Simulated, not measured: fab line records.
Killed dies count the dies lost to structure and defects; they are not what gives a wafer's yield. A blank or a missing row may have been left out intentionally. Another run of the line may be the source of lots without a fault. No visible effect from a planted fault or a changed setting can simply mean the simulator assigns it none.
Struck lot and sound lot, side by side -- flow rit_cmos -- 15 steps out of a route of 202
Sound: these wafers, L994.3, L994.5, L994.6. Struck: wafers L100.3, L100.4, L100.6. The cause comes at the end.
For every step that has rows: the tool of each side, followed by ch and its chambers, followed by its first start. Under that, the readings that differ: sound wafers -- struck wafers -- difference of the means -- sigmas: that difference in standard deviations of wafers without a fault.
alike: words and numbers the same on both sides, and readings whose means are apart by under 2 such deviations; not compared: readings that were withheld, readings missing a value for some wafer, numbers with overlapping values and no deviation given by the record, and bounds like >300 which may hide the same value.
The two part at a step that has a row with sigmas, a row that says differs or no value, or rows on one side only. When numbers do not overlap yet have no deviation, they are printed without sigmas and do not part them. A reading missing from all wafers of one side parts the sides only when that side holds two or more wafers.

first, 3 steps without rows for these wafers: RIT_SDANNEAL_CLEAN_00 (cleans in SC1, time 600 s); RIT_SDANNEAL_CLEAN_01 (cleans in dHF, time 30 s); RIT_SDANNEAL_CLEAN_02 (cleans in SC2, time 600 s).
RIT_SDANNEAL_RTA_03: time 5 s.
  sound on rtp_anneal-02 ch 0, day 3 11:21; struck on rtp_anneal-02 ch 0, day 4 21:20
  alike: wafer_temp_C_max
RIT_SDANNEAL_RS_MEAS_04: uses a four-point probe to measure.
  sound on film_metro-02, day 3 11:26; struck on film_metro-01, day 4 21:25
  alike: PSD_RS
RIT_SDANNEAL_RS_MEAS_05: uses a four-point probe to measure.
  sound on film_metro-02, day 3 11:33; struck on film_metro-01, day 4 21:32
  alike: NSD_RS
RIT_SDANNEAL_RS_MEAS_06: uses a four-point probe to measure.
  sound on film_metro-02, day 3 11:40; struck on film_metro-01, day 4 21:39
  alike: PLDD_RS
RIT_SDANNEAL_RS_MEAS_07: uses a four-point probe to measure.
  sound on film_metro-02, day 3 11:47; struck on film_metro-01, day 4 21:46
  alike: NLDD_RS
then, 1 step without rows for these wafers: RIT_SILICIDE_WET_ETCH_00 (etches SiO2 in BOE, target depth 14 nm, time 15 s).
RIT_SILICIDE_SPUTTER_01: material Ti, target thk 30 nm, time 240 s.
  sound on pvd_sputter-03, day 3 11:53; struck on pvd_sputter-03, day 4 21:52
  alike: throttle_valve_pct
RIT_SILICIDE_RS_MEAS_02: uses a four-point probe to measure.
  sound on film_metro-02, day 3 12:04; struck on film_metro-02, day 4 22:03
  alike: SILICIDE_TI_RS
RIT_SILICIDE_THK_MEAS_03: measures by xrf.
  sound on film_metro-02, day 3 12:10; struck on film_metro-02, day 4 22:09
  alike: SILICIDE_TI_THK
RIT_SILICIDE_RTA_04: time 10 s, ramp up 5 s, ramp down 5 s.
  sound on rtp_anneal-01 ch 0, day 3 12:14; struck on rtp_anneal-01 ch 0, day 4 22:27
  alike: wafer_temp_C_max
then, 1 step without rows for these wafers: RIT_SILICIDE_WET_ETCH_05 (etches Ti in SPM, time 120 s).
RIT_M1_PROBE_99:
  sound on prober-01, day 3 18:59; struck on prober-02, day 5 04:57
  alike: killed_at_contacts, killed_at_front_end, killed_dies, killed_open, killed_short

WHERE THEY PART
Nowhere in this record.

WHY: the cause the simulator had injected
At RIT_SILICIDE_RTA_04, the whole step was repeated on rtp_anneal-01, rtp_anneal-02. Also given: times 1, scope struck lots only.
